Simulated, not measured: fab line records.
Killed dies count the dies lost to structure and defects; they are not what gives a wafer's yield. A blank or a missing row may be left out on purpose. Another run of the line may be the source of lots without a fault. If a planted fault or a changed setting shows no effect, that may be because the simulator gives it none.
Which tool did it? -- flow berkeley cmos170 -- 14 lots with 42 wafers sampled at 3 steps, on a route of 331 steps

## WHAT THE GAUGES SHOWED, per wafer
UCB170_V1_CD_MEAS_12: the cd target is 700 nm.
lot,measured,on,cd nm (nm)
L853,day 7 22:48,cd sem-01,701.9 700.9 701.0
L852,day 8 02:44,cd sem-02,700.9 701.4 701.5
L855,day 8 03:02,cd sem-02,698.8 700.3 699.1
L856,day 8 02:48,cd sem-01,697.3 699.4 698.6
L858,day 8 12:02,cd sem-02,699.0 699.1 699.4
L857,day 8 12:16,cd sem-02,696.7 697.2 696.9
L860,day 9 08:34,cd sem-02,699.4 698.9 699.2
L861,day 9 14:42,cd sem-02,701.2 700.0 700.2
L862,day 9 20:11,cd sem-01,698.0 699.6 699.7
L864,day 10 03:05,cd sem-02,700.9 701.4 701.6
L865,day 10 03:23,cd sem-02,700.1 699.8 700.0
L866,day 10 17:37,cd sem-02,701.8 701.2 701.7
L870,day 11 15:37,cd sem-01,696.5 696.4 698.3
L871,day 11 15:55,cd sem-02,701.9 703.4 702.1

## WHICH TOOL RAN EACH LOT (tool, then ch and the chambers of the sampled wafers, then the start)
lot,UCB170_NLDD_CLEAN_12,UCB170_CONTACT_ETCH_17
L853,"wet bench-02 ch 1, day 6 18:25","rie diel-01 ch 1,2, day 7 12:55"
L852,"wet bench-02 ch 2, day 6 18:54","rie diel-02 ch 0,1,3, day 7 13:09"
L855,"wet bench-03 ch 1, day 6 21:20","rie diel-01 ch 0,2,3, day 7 14:06"
L856,"wet bench-03 ch 1, day 6 21:41","rie diel-02 ch 1,3, day 7 14:26"
L858,"wet bench-02 ch 3, day 7 12:14","rie diel-01 ch 2,3, day 8 01:44"
L857,"wet bench-03 ch 2, day 7 12:37","rie diel-02 ch 0,1,3, day 8 02:22"
L860,"wet bench-01 ch 2, day 8 07:28","rie diel-03 ch 2,3, day 9 00:52"
L861,"wet bench-01 ch 3, day 8 15:07","rie diel-01 ch 0,1,2, day 9 05:59"
L862,"wet bench-02 ch 3, day 8 20:50","rie diel-01 ch 0,2,3, day 9 09:50"
L864,"wet bench-03 ch 0, day 9 02:53","rie diel-02 ch 1,2,3, day 9 18:35"
L865,"wet bench-03 ch 0, day 9 02:53","rie diel-01 ch 0,1,3, day 9 19:33"
L866,"wet bench-03 ch 1, day 9 18:37","rie diel-03 ch 0,3, day 10 09:04"
L870,"wet bench-02 ch 2, day 10 11:25","rie diel-01 ch 0,2,3, day 11 02:43"
L871,"wet bench-02 ch 1, day 10 11:37","rie diel-03 ch 0,1, day 11 03:40"
- UCB170_NLDD_CLEAN_12: cleans in SPM, time 600 s.
- UCB170_CONTACT_ETCH_17: etches BARC in N2/H2.

## AS READ BY THE TOOLS THEMSELVES (means over the sampled wafers that have a number; for cases with no such wafer, the mark the record gives instead)
UCB170_CONTACT_ETCH_17.
lot,tool,drypump motor current A (A),oes product au (a.u.),rf fwd power W (W),throttle valve pct (%)
L853,rie diel-01,5.1,1.000,495.8,13.44
L852,rie diel-02,5.7,0.999,493.2,13.53
L855,rie diel-01,5.5,0.998,496.0,13.25
L856,rie diel-02,5.7,1.000,493.6,13.63
L858,rie diel-01,5.2,1.022,497.4,13.34
L857,rie diel-02,5.7,0.994,495.1,13.53
L860,rie diel-03,6.6,1.005,494.8,13.37
L861,rie diel-01,5.3,0.989,498.1,13.37
L862,rie diel-01,5.5,1.002,497.4,13.26
L864,rie diel-02,5.4,0.999,494.6,13.44
L865,rie diel-01,5.5,0.986,494.6,13.25
L866,rie diel-03,6.5,0.989,494.4,13.31
L870,rie diel-01,5.5,0.991,496.9,13.25
L871,rie diel-03,6.0,0.985,497.8,13.48

## THE ANSWER, worked out from the rows above alone
Rule: the usual values come from the lots themselves. Put in order of their means at a reading, lots are off if they are a third of the lots or fewer, leave a main group of 4 or more, and stand apart from it by a gap of 3 or more times the standard deviation of the main group's means; of several such gaps the widest counts. Not used: any main group whose means are identical at the precision the tables above print for the reading. Also off: a lot with no number at a reading for which 4 or more lots have one. All remaining lots with rows at the step are treated as sound. First the gauges in route order, then the tools' own readings, where a lot's mean is used as printed above. At the first step where some lot is off, the reading lying furthest off is the one used; lots without a number count as furthest.
No lot is off on any of the readings shown, so nothing can be concluded from this.

## WHAT HAD BEEN PUT IN BY THE SIMULATOR
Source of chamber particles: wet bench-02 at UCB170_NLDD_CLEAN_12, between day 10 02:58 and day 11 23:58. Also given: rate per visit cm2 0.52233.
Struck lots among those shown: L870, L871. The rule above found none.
